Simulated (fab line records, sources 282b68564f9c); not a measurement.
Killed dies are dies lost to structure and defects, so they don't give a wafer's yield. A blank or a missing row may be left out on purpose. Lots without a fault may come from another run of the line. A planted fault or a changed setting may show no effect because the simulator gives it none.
fab line records | flow rit_cmos
record lots=5 wafers=15 last_day=8
route steps=202 shown PSD@149 SDANNEAL@153 NSD@158 PLDD@159 NLDD@160 SILICIDE@161 CONTACT@168 M1@184
lots that met no fault: from a run of the same line without faults
start_h: hours from the record's first day to the start of the lot's first wafer shown | wait_h: hours since the lot's step before | " the same as in the row above | L1.1+2: a row that stands for several wafers | - no value, or no start given | * or withheld: withheld | < > ~ a bound
route shown NAME@n: a module of which the file shows steps, and the number in the route of the first | usual: mean/standard deviation of fault-free wafers | same: alike in all rows | chamber/n: place in a boat | sites: the reading at each site | _std_site: their standard deviation | _edge_site: outer sites' mean less inner sites' | radius_mm: how far each site lies from the wafer's centre | mask NAME#n: copy n | behind: the tool/chamber that last shaped the wafer | hold: why the lot was held/for how many hours/how that ended | device: the transistor (n, p or np) that didn't switch | end of line: the same wafers' tests at the end of the route | a step without rows: its recipe alone | killed: dies lost to structure and defects at the first sort, not the wafer's yield | map: a wafer's dies, x killed, . not, _ none there
set.NAME: the setting as run; set.NAME@STEP: as run at that earlier step | model.NAME: the simulator's own value behind a step, which no gauge read
lots at some steps of the route; a table a step, a row a wafer
services: from which hour (start_h, from the record's first day; less than 0 if before it) a tool's chamber was out of use, for how many hours, and why
## steps
# step RIT_PSD_HARDBAKE_07
# recipe resist=NOVOLAK temp_c=140 time_s=60
# step RIT_PSD_IMPLANT_08
# recipe species=BF2 energy_kev=26.6 dose_cm2=5e+15 tilt_deg=7
# step RIT_PSD_STRIP_09
# recipe chemistry=O2 time_s=180 resist=NOVOLAK platen_temp_c=withheld power_w=500 pressure_mtorr=4000 o2_flow_sccm=4000
# step RIT_PSD_TW_MEAS_10
# usual PSD_TW=3409/30
# columns lot.wafer tool chamber start_h wait_h PSD_TW
L904.3 film_metro-04 - 57.37 0.1 3404
L904.5 " - " " 3422
L904.6 " - " " 3403
L910.2 film_metro-02 - 84.01 0.1 3420
L910.3 " - " " 3446
L910.6 " - " " 3443
L911.3 film_metro-02 - 94.88 0.1 3449
L911.4 " - " " 3451
L911.6 " - " " 3448
L912.2 film_metro-01 - 96.95 0.1 3365
L912.3 " - " " 3364
L912.4 " - " " 3361
L927.3 film_metro-01 - 176.71 0.1 3357
L927.4 " - " " 3355
L927.6 " - " " 3372
# step RIT_SDANNEAL_CLEAN_00
# recipe chemistry=SC1 mix=3:3:50 time_s=600 temp_c=75
# step RIT_SDANNEAL_CLEAN_01
# recipe chemistry=dHF dilution=50:1 time_s=30
# step RIT_SDANNEAL_CLEAN_02
# recipe chemistry=SC2 mix=3:3:50 time_s=600 temp_c=75 dry=n2_spin
# step RIT_SDANNEAL_RTA_03
# recipe temp_c=1050 time_s=5 idle_temp_c=600 ramp_up_c_per_s=342 ramp_down_c_per_s=171 cool_to_c=600 ambient=N2
# usual anneal_temp_c_max=1055.5/1.2 ramp_up_c_per_s=342.01/0.065 wafer_temp_C_max=1053.6/1.3
# same time_s=5
# columns lot.wafer tool chamber start_h wait_h anneal_temp_c_max ramp_up_c_per_s wafer_temp_C_max
L904.3 rtp_anneal-01 0 57.83 0.0 1055.0 342.05 1052.9
L904.5 " 0 " " 1056.2 341.94 1054.0
L904.6 " 0 " " 1054.3 342.03 1052.8
L910.2 rtp_anneal-02 0 84.43 0.0 1058.2 341.85 1053.7
L910.3 " 0 " " 1058.2 342.09 1053.3
L910.6 " 0 " " 1055.7 341.92 1053.9
L911.3 rtp_anneal-01 0 95.30 0.0 1055.2 341.96 1052.5
L911.4 " 0 " " 1055.0 341.99 1052.1
L911.6 " 0 " " 1057.3 342.10 1055.5
L912.2 rtp_anneal-02 0 97.38 0.0 1057.7 341.98 1052.7
L912.3 " 0 " " 1055.4 341.97 1055.4
L912.4 " 0 " " 1056.7 341.96 1055.1
L927.3 rtp_anneal-01 0 177.17 0.0 1055.2 341.98 1053.0
L927.4 " 0 " " 1053.1 341.98 1055.6
L927.6 " 0 " " 1055.5 342.03 1054.1
# step RIT_SDANNEAL_RS_MEAS_04
# recipe thk_meas_gauge=four-point-probe
# usual PSD_RS=116.83/0.28
# columns lot.wafer tool chamber start_h wait_h PSD_RS[ohm/sq]
L904.3 film_metro-04 - 57.91 0.1 116.36
L904.5 " - " " 116.44
L904.6 " - " " 116.34
L910.2 film_metro-02 - 84.50 0.1 116.89
L910.3 " - " " 117.11
L910.6 " - " " 116.67
L911.3 film_metro-04 - 95.38 0.1 117.02
L911.4 " - " " 116.70
L911.6 " - " " 116.96
L912.2 film_metro-02 - 97.45 0.1 116.85
L912.3 " - " " 116.69
L912.4 " - " " 116.87
L927.3 film_metro-04 - 177.25 0.1 116.71
L927.4 " - " " 116.44
L927.6 " - " " 116.26
# step RIT_SDANNEAL_RS_MEAS_05
# recipe thk_meas_gauge=four-point-probe
# usual NSD_RS=84.52/0.25
# columns lot.wafer tool chamber start_h wait_h NSD_RS[ohm/sq]
L904.3 film_metro-04 - 58.03 0.1 84.40
L904.5 " - " " 84.79
L904.6 " - " " 84.52
L910.2 film_metro-02 - 84.62 0.1 84.39
L910.3 " - " " 84.26
L910.6 " - " " 84.33
L911.3 film_metro-04 - 95.50 0.1 84.57
L911.4 " - " " 84.70
L911.6 " - " " 84.80
L912.2 film_metro-02 - 97.57 0.1 84.16
L912.3 " - " " 83.94
L912.4 " - " " 84.35
L927.3 film_metro-04 - 177.37 0.1 84.84
L927.4 " - " " 84.90
L927.6 " - " " 84.87
# step RIT_SDANNEAL_RS_MEAS_06
# recipe thk_meas_gauge=four-point-probe
# usual PLDD_RS=178.7/0.47
# columns lot.wafer tool chamber start_h wait_h PLDD_RS[ohm/sq]
L904.3 film_metro-04 - 58.15 0.1 178.3
L904.5 " - " " 178.4
L904.6 " - " " 178.0
L910.2 film_metro-02 - 84.74 0.1 177.8
L910.3 " - " " 178.6
L910.6 " - " " 177.8
L911.3 film_metro-04 - 95.62 0.1 178.6
L911.4 " - " " 178.9
L911.6 " - " " 178.9
L912.2 film_metro-02 - 97.69 0.1 178.6
L912.3 " - " " 179.3
L912.4 " - " " 179.1
L927.3 film_metro-04 - 177.49 0.1 179.1
L927.4 " - " " 178.9
L927.6 " - " " 178.9
# step RIT_SDANNEAL_RS_MEAS_07
# recipe thk_meas_gauge=four-point-probe
# usual NLDD_RS=150.8/0.48
# columns lot.wafer tool chamber start_h wait_h NLDD_RS[ohm/sq]
L904.3 film_metro-04 - 58.27 0.1 150.7
L904.5 " - " " 150.9
L904.6 " - " " 151.0
L910.2 film_metro-02 - 84.86 0.1 151.0
L910.3 " - " " 151.1
L910.6 " - " " 150.5
L911.3 film_metro-04 - 95.74 0.1 151.6
L911.4 " - " " 151.6
L911.6 " - " " 150.3
L912.2 film_metro-02 - 97.81 0.1 151.0
L912.3 " - " " 151.0
L912.4 " - " " 151.1
L927.3 film_metro-04 - 177.61 0.1 150.7
L927.4 " - " " 150.3
L927.6 " - " " 150.7
# step RIT_SILICIDE_WET_ETCH_00
# recipe chemistry=BOE target=SiO2 target_depth_nm=14 time_s=15 dry=n2_spin dilution=10:1 temp_c=21.5
# same time_s=15
# columns lot.wafer tool chamber start_h wait_h
L904.3+5+6 wet_bench-01 2 58.35 0.1
L910.2+3+6 wet_bench-03 0 84.96 0.1
L911.3+4+6 wet_bench-01 2 95.82 0.1
L912.2+3+4 wet_bench-02 2 97.91 0.1
L927.3+4+6 wet_bench-03 3 177.69 0.1
# step RIT_SILICIDE_SPUTTER_01
# recipe material=Ti target_thk_nm=30 power_w=350 chamber_pressure_pa=0.667 gas=Ar time_s=246.8 substrate_temp_c=25
# usual cathode_dc_power_W=350.00/0.061 throttle_valve_pct=29.9/0.62
# same time_s=246.8
# columns lot.wafer tool chamber start_h wait_h cathode_dc_power_W throttle_valve_pct
L904.3 pvd_sputter-02 - 58.36 0.0 350.07 30.7
L904.5 " - " " 349.94 30.5
L904.6 " - " " 350.08 29.5
L910.2 pvd_sputter-03 - 84.97 0.0 349.94 29.2
L910.3 " - " " 350.03 29.5
L910.6 " - " " 350.01 29.7
L911.3 pvd_sputter-03 - 95.85 0.0 350.00 29.3
L911.4 " - " " 350.04 28.7
L911.6 " - " " 349.97 29.9
L912.2 pvd_sputter-04 - 97.92 0.0 350.01 30.2
L912.3 " - " " 349.87 30.0
L912.4 " - " " 349.93 30.0
L927.3 pvd_sputter-04 - 177.70 0.0 350.09 31.3
L927.4 " - " " 349.94 30.1
L927.6 " - " " 350.12 31.2
# step RIT_SILICIDE_RS_MEAS_02
# recipe thk_meas_gauge=four-point-probe reads=Ti_of_SILICIDE_SPUTTER_01
# usual SILICIDE_TI_RS=46.2/0.58
# columns lot.wafer tool chamber start_h wait_h SILICIDE_TI_RS[ohm/sq]
L904.3 film_metro-02 - 58.55 0.1 46.0
L904.5 " - " " 46.3
L904.6 " - " " 46.2
L910.2 film_metro-04 - 85.14 0.1 46.7
L910.3 " - " " 46.9
L910.6 " - " " 46.9
L911.3 film_metro-02 - 96.04 0.1 46.2
L911.4 " - " " 45.8
L911.6 " - " " 45.8
L912.2 film_metro-03 - 98.09 0.1 45.6
L912.3 " - " " 45.8
L912.4 " - " " 46.3
L927.3 film_metro-03 - 177.89 0.1 46.4
L927.4 " - " " 46.8
L927.6 " - " " 46.1
# step RIT_SILICIDE_THK_MEAS_03
# recipe thk_meas_gauge=xrf reads=Ti_of_SILICIDE_SPUTTER_01
# usual SILICIDE_TI_THK=30.7/0.34
# columns lot.wafer tool chamber start_h wait_h SILICIDE_TI_THK[nm]
L904.3 film_metro-02 - 58.65 0.1 30.8
L904.5 " - " " 30.5
L904.6 " - " " 30.6
L910.2 film_metro-04 - 85.25 0.1 30.2
L910.3 " - " " 30.1
L910.6 " - " " 30.2
L911.3 film_metro-02 - 96.14 0.1 30.6
L911.4 " - " " 30.7
L911.6 " - " " 30.8
L912.2 film_metro-03 - 98.20 0.1 31.1
L912.3 " - " " 30.9
L912.4 " - " " 30.5
L927.3 film_metro-03 - 177.99 0.1 30.9
L927.4 " - " " 30.5
L927.6 " - " " 30.8
# step RIT_SILICIDE_RTA_04
# recipe temp_c=650 time_s=10 idle_temp_c=25 ramp_up_s=5 ramp_down_s=5 cool_to_c=25 ambient=N2
# step RIT_SILICIDE_WET_ETCH_05
# recipe chemistry=SPM target=Ti temp_c=90 time_s=120 dry=n2_spin
# step RIT_SILICIDE_RTA_06
# recipe temp_c=750 time_s=10 idle_temp_c=25 ramp_up_s=5 ramp_down_s=10 cool_to_c=25 ambient=N2
# step RIT_CONTACT_CVD_00
# recipe material=SiO2 target_thk_nm=400 precursor=TEOS temp_c=390 time_s=61 rf_w=400
# step RIT_CONTACT_THK_MEAS_01
# recipe reads=SiO2_of_CONTACT_CVD_00
# usual CONTACT_TEOS_THK=400/5.2
# columns lot.wafer tool chamber start_h wait_h CONTACT_TEOS_THK[nm]
L904.3 film_metro-03 - 58.94 0.0 403
L904.5 " - " " 409
L904.6 " - " " 409
L910.2 film_metro-01 - 85.54 0.0 400
L910.3 " - " " 397
L910.6 " - " " 400
L911.3 film_metro-03 - 96.47 0.0 395
L911.4 " - " " 404
L911.6 " - " " 405
L912.2 film_metro-01 - 98.49 0.0 399
L912.3 " - " " 403
L912.4 " - " " 404
L927.3 film_metro-01 - 178.37 0.0 406
L927.4 " - " " 411
L927.6 " - " " 408
# step RIT_CONTACT_HMDS_02
# recipe prime_time_s=60 prime_temp_c=140
# step RIT_CONTACT_COAT_03
# recipe resist=NOVOLAK spin_rpm=3250 resist_thk_nm=1000
# step RIT_CONTACT_SOFTBAKE_04
# recipe resist=NOVOLAK temp_c=90 time_s=60
# step RIT_CONTACT_EXPOSE_05
# recipe mask_id=M11 na=0.6 source_shape=conventional sigma_outer=0.5 target_cd_nm=1000 dose_mj=247.6
# step RIT_CONTACT_PEB_06
# recipe resist=NOVOLAK temp_c=withheld time_s=withheld
# step RIT_CONTACT_DEVELOP_07
# recipe resist=NOVOLAK develop_time_s=120 dev_temp_c=23
# step RIT_CONTACT_CD_MEAS_08
# recipe target_cd_nm=1000
# usual cd_nm=1000.0/2.6
# columns lot.wafer tool chamber start_h wait_h cd_nm
L904.3 cd_sem-01 - 59.98 - 1001.6
L904.5 " - " " 1002.3
L904.6 " - " " 1003.1
L910.2 cd_sem-01 - 86.73 - 997.7
L910.3 " - " " 997.4
L910.6 " - " " 998.6
L911.3 cd_sem-02 - 97.51 - 997.2
L911.4 " - " " 997.8
L911.6 " - " " 998.7
L912.2 cd_sem-01 - 99.66 - 995.7
L912.3 " - " " 1001.0
L912.4 " - " " 997.2
L927.3 cd_sem-02 - 179.44 - 997.7
L927.4 " - " " 997.0
L927.6 " - " " 996.4
# step RIT_CONTACT_OVL_MEAS_09
# usual CONTACT_OVL=0.9/1.3
# columns lot.wafer tool chamber start_h wait_h CONTACT_OVL[nm]
L904.3 overlay-02 - 60.08 0.1 0.4
L904.5 " - " " -0.7
L904.6 " - " " 1.7
L910.2 overlay-01 - 86.84 0.1 1.4
L910.3 " - " " -1.6
L910.6 " - " " 1.8
L911.3 overlay-02 - 97.60 0.1 -1.5
L911.4 " - " " -2.3
L911.6 " - " " -0.6
L912.2 overlay-01 - 99.76 0.1 1.3
L912.3 " - " " 1.9
L912.4 " - " " 2.6
L927.3 overlay-01 - 179.53 0.1 2.2
L927.4 " - " " -0.3
L927.6 " - " " 0.1
# step RIT_CONTACT_HARDBAKE_10
# recipe resist=NOVOLAK temp_c=140 time_s=60
# step RIT_CONTACT_ETCH_11
# recipe target_depth_a=4800 over_etch_frac=0.2 stop_on=TiSi2 chemistry=CHF3/CF4/Ar target=SiO2 CHF3_flow_sccm=50 cf4_flow_sccm=10 Ar_flow_sccm=100 O2_flow_sccm=5 pressure_mtorr=100 rf_w=200 time_s=320
# usual drypump_motor_current_A=5.59/0.28 oes_product_au=0.994/0.011 throttle_valve_pct=8.89/0.1
# same time_s=320
# columns lot.wafer tool chamber start_h wait_h drypump_motor_current_A oes_product_au rf_hours_counter_h throttle_valve_pct
L904.3 rie_diel-02 2 60.25 0.1 5.85 0.979 51 8.67
L904.5 " 3 " " 6.04 1.008 - 8.89
L904.6 " 0 " " 5.51 0.995 - 8.96
L910.2 rie_diel-02 3 87.02 0.1 6.06 1.007 8 8.89
L910.3 " 1 " " 5.59 0.988 118 8.87
L910.6 " 3 " " 6.04 1.018 - 8.90
L911.3 rie_diel-04 1 97.78 0.1 5.52 1.005 118 8.79
L911.4 " 0 " " 5.61 1.006 9 9.00
L911.6 " 3 " " 5.86 0.999 - 8.97
L912.2 rie_diel-02 3 99.94 0.1 6.03 1.010 8 8.90
L912.3 " 2 " " 5.83 0.970 52 8.65
L912.4 " 0 " " 5.45 0.976 161 8.95
L927.3 rie_diel-03 0 179.70 0.1 5.81 0.989 40 8.77
L927.4 " 2 " " 5.08 0.990 - 8.81
L927.6 " 0 " " 5.76 0.992 - 8.78
# step RIT_CONTACT_STRIP_12
# recipe chemistry=O2 time_s=180 resist=NOVOLAK platen_temp_c=withheld power_w=500 pressure_mtorr=4000 o2_flow_sccm=4000
# usual drypump_motor_current_A=5.6/0.45 rf_refl_power_W=6.7/1.5
# same time_s=180
# columns lot.wafer tool chamber start_h wait_h drypump_motor_current_A rf_hours_counter_h rf_refl_power_W
L904.3 plasma_asher-01 0 60.51 0.2 5.1 - 4.9
L904.5 " 0 " " 5.1 - 5.2
L904.6 " 1 " " 5.7 - 7.4
L910.2 plasma_asher-01 0 87.22 0.1 5.1 31 4.8
L910.3 " 0 " " 5.1 - 5.2
L910.6 " 0 " " 5.1 - 5.2
L911.3 plasma_asher-02 1 98.03 0.2 6.5 - 4.7
L911.4 " 0 " " 5.1 - 8.6
L911.6 " 1 " " 6.5 - 4.7
L912.2 plasma_asher-01 1 100.14 0.1 5.7 32 7.6
L912.3 " 0 " " 5.1 - 4.9
L912.4 " 1 " " 5.7 - 7.5
L927.3 plasma_asher-01 1 179.95 0.2 5.7 - 7.5
L927.4 " 0 " " 5.1 - 5.1
L927.6 " 1 " " 5.7 - 7.4
# step RIT_CONTACT_CD_MEAS_90
# recipe target_cd_nm=1000
# usual cd_nm=1000.0/2.6
# columns lot.wafer tool chamber start_h wait_h cd_nm
L904.3 cd_sem-01 - 60.66 0.1 1001.9
L904.5 " - " " 1002.6
L904.6 " - " " 1003.0
L910.2 cd_sem-02 - 87.41 0.1 997.1
L910.3 " - " " 997.1
L910.6 " - " " 998.3
L911.3 cd_sem-02 - 98.19 0.1 997.7
L911.4 " - " " 998.5
L911.6 " - " " 998.8
L912.2 cd_sem-01 - 100.33 0.1 996.2
L912.3 " - " " 1001.6
L912.4 " - " " 997.3
L927.3 cd_sem-01 - 180.11 0.1 998.1
L927.4 " - " " 996.8
L927.6 " - " " 996.4
# step RIT_CONTACT_CLEAN_13
# recipe chemistry=SC1 mix=3:3:50 time_s=600 temp_c=75
# step RIT_CONTACT_CLEAN_14
# recipe chemistry=SC2 mix=3:3:50 time_s=600 temp_c=75 dry=n2_spin
# step RIT_M1_SPUTTER_00
# recipe material=Al target_thk_nm=400 power_w=2000 chamber_pressure_pa=0.4 gas=Ar time_s=500 substrate_temp_c=25
# usual cathode_dc_power_W=2000.0/0.42 throttle_valve_pct=30.6/0.8
# same time_s=500
# columns lot.wafer tool chamber start_h wait_h cathode_dc_power_W throttle_valve_pct
L904.3 pvd_sputter-04 - 61.11 0.0 2000.7 30.2
L904.5 " - " " 1999.6 30.0
L904.6 " - " " 2000.5 31.3
L910.2 pvd_sputter-02 - 88.12 0.0 1999.6 29.5
L910.3 " - " " 1999.0 29.3
L910.6 " - " " 1999.6 29.3
L911.3 pvd_sputter-01 - 98.79 0.0 2000.5 30.8
L911.4 " - " " 2000.0 31.8
L911.6 " - " " 2000.3 30.6
L912.2 pvd_sputter-02 - 100.78 0.0 1999.5 30.7
L912.3 " - " " 1999.9 29.6
L912.4 " - " " 2000.0 30.6
L927.3 pvd_sputter-02 - 180.54 0.0 2000.3 29.4
L927.4 " - " " 2000.8 29.4
L927.6 " - " " 1999.6 30.4
# step RIT_M1_RS_MEAS_01
# recipe thk_meas_gauge=four-point-probe reads=Al_of_M1_SPUTTER_00
# usual M1_AL_RS=0.0737/0.001
# columns lot.wafer tool chamber start_h wait_h M1_AL_RS[ohm/sq]
L904.3 film_metro-02 - 61.44 0.2 0.0733
L904.5 " - " " 0.0737
L904.6 " - " " 0.0738
L910.2 film_metro-01 - 88.43 0.2 0.0755
L910.3 " - " " 0.0753
L910.6 " - " " 0.0745
L911.3 film_metro-02 - 99.13 0.2 0.0741
L911.4 " - " " 0.0725
L911.6 " - " " 0.0743
L912.2 film_metro-02 - 101.10 0.2 0.0759
L912.3 " - " " 0.0753
L912.4 " - " " 0.0749
L927.3 film_metro-01 - 180.88 0.2 0.0740
L927.4 " - " " 0.0736
L927.6 " - " " 0.0734
# step RIT_M1_THK_MEAS_02
# recipe thk_meas_gauge=xrf reads=Al_of_M1_SPUTTER_00
# usual M1_AL_THK=399/5.7
# columns lot.wafer tool chamber start_h wait_h M1_AL_THK[nm]
L904.3 film_metro-02 - 61.54 0.1 399
L904.5 " - " " 402
L904.6 " - " " 397
L910.2 film_metro-01 - 88.54 0.1 391
L910.3 " - " " 392
L910.6 " - " " 394
L911.3 film_metro-02 - 99.23 0.1 395
L911.4 " - " " 401
L911.6 " - " " 394
L912.2 film_metro-02 - 101.21 0.1 386
L912.3 " - " " 388
L912.4 " - " " 391
L927.3 film_metro-01 - 180.98 0.1 398
L927.4 " - " " 401
L927.6 " - " " 402
# step RIT_M1_HMDS_03
# recipe prime_time_s=60 prime_temp_c=140
# step RIT_M1_COAT_04
# recipe resist=NOVOLAK spin_rpm=2000 resist_thk_nm=1281
# step RIT_M1_SOFTBAKE_05
# recipe resist=NOVOLAK temp_c=90 time_s=60
# step RIT_M1_EXPOSE_06
# recipe mask_id=M12 na=0.6 source_shape=conventional sigma_outer=0.5 target_cd_nm=2600 dose_mj=250
# step RIT_M1_PROBE_99
# usual killed_at_contacts=0.0/0.2 killed_at_front_end=7.0/2.8 killed_dies=7.0/2.8 killed_open=3.4/1.9 killed_short=3.6/2
# same gross_dies=264 killed_at_M0_to_M3=0 killed_at_M4_up=0 killed_at_back_side=0 killed_at_other=0
# columns lot.wafer tool chamber start_h wait_h killed_at_contacts killed_at_front_end killed_dies killed_open killed_short
L910.2 prober-02 - 92.23 0.1 0 27 27 1 2
L910.3 prober-02 - 92.28 0.2 0 28 28 4 0
L910.6 prober-02 - 92.43 0.2 0 36 36 1 7
L911.3 prober-01 - 103.06 0.2 0 2 2 2 0
L911.4 prober-01 - 103.11 0.2 1 7 8 4 4
L911.6 prober-01 - 103.21 0.2 0 1 1 0 1
L912.2 prober-02 - 104.97 0.1 0 5 5 3 2
L912.3 prober-02 - 105.02 0.2 0 7 7 3 4
L912.4 prober-02 - 105.07 0.2 0 9 9 5 4
# killed by level:class
L910.2 SILICIDE:unspecified=24 GATE:geometric_particle:short=2 FOX2:geometric_particle:open=1
L910.3 SILICIDE:unspecified=24 GATE:geometric_particle:open=2 REOX:geometric_particle:open=1 SPACER:geometric_particle:open=1
L910.6 SILICIDE:unspecified=28 FOX2:geometric_particle:short=2 GATE:geometric_particle:short=2 SILICIDE:geometric_particle:short=2 REOX:geometric_particle:short=1 SPACER:geometric_particle:open=1
L911.3 REOX:geometric_particle:open=1 SILICIDE:geometric_particle:open=1
L911.4 GATE:geometric_particle:short=2 FOX1:geometric_particle:short=1 GATE:geometric_particle:open=1 REOX:geometric_particle:open=1 SPACER:geometric_particle:open=1 SILICIDE:geometric_particle:open=1 CONTACT:geometric_particle:short=1
L911.6 FOX1:geometric_particle:short=1
L912.2 GATE:geometric_particle:open=2 FOX1:geometric_particle:open=1 GATE:geometric_particle:short=1 REOX:geometric_particle:short=1
L912.3 SILICIDE:geometric_particle:short=3 FOX1:geometric_particle:open=1 GATE:geometric_particle:open=1 SPACER:geometric_particle:open=1 SPACER:geometric_particle:short=1
L912.4 GATE:geometric_particle:short=3 GATE:geometric_particle:open=3 REOX:geometric_particle:open=1 SPACER:geometric_particle:short=1 SPACER:geometric_particle:open=1
# map L910.6 (x killed, . not)
________......._______
_____........xx...____
____.............x.___
___.................__
__x.................._
__..................x_
_.....................
_.....................
_.....................
_.....x........x.x....
__..........xxxxxxx.._
__.......x...xxxxx..._
___.........xxxxxxxx__
____........xxxxxx.___
_____...........x.____
________......._______
# map L927.3 (x killed, . not)
________......._______
_____.............____
____...............___
___.................__
__..................._
__...........x......._
_.....................
_.....................
_.....................
_.....................
__..............x...._
__..x................_
___...............x.__
____.........x.....___
_____.............____
________......._______
## services
# columns tool chamber start_h hours kind
rie_diel-04 - 48.21 0.6 repair
pvd_sputter-01 - 92.25 0.8 repair
pvd_sputter-03 - 97.94 0.5 repair
rie_diel-02 0 101.08 - clean
rie_diel-02 0 101.08 14.1 scheduled_down
rie_diel-02 0 101.08 14.1 vent_cycle
plasma_asher-02 - 108.75 9.0 pm
plasma_asher-02 0 108.75 11.4 vent_cycle
plasma_asher-02 1 108.75 11.4 vent_cycle
plasma_asher-02 - 116.00 4.1 repair
plasma_asher-02 0 117.75 - clean
plasma_asher-02 1 117.75 - clean
rie_diel-04 2 118.80 - clean
rie_diel-04 2 118.80 17.5 scheduled_down
rie_diel-04 2 118.80 17.5 vent_cycle
rie_diel-02 0 129.28 2.8 repair
plasma_asher-01 - 132.24 3.4 repair
plasma_asher-02 - 149.27 3.2 repair
rie_diel-03 3 161.05 - clean
rie_diel-03 3 161.05 18.5 scheduled_down
rie_diel-03 3 161.05 18.5 vent_cycle
pvd_sputter-01 - 168.31 7.6 repair
rie_diel-03 1 179.54 - clean
## key
first_sign step=RIT_M1_PROBE_99 reading=killed_at_front_end direction=up sigmas=8.4 usual=7.0 struck=30.3
effect step=RIT_M1_PROBE_99 reading=killed_dies direction=up sigmas=8.2 usual=7.0 struck=30.3
met_at RIT_SILICIDE_WET_ETCH_00
struck_wafers L910.2,L910.3,L910.6
tester_left_out L910
fault kind=chamber_particle_source tool=wet_bench-03 chamber=0 onset_h=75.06 steps=RIT_SILICIDE_WET_ETCH_00 rate_per_visit_cm2=0.50797 end_h=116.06
# tester_left_out: of these lots the tester's yield and bins aren't shown, on N5 and GAA mostly nor the transistor test; their killed dies are dies lost to structure and defects alone, not to doping, threshold or leakage, so they don't give the yield
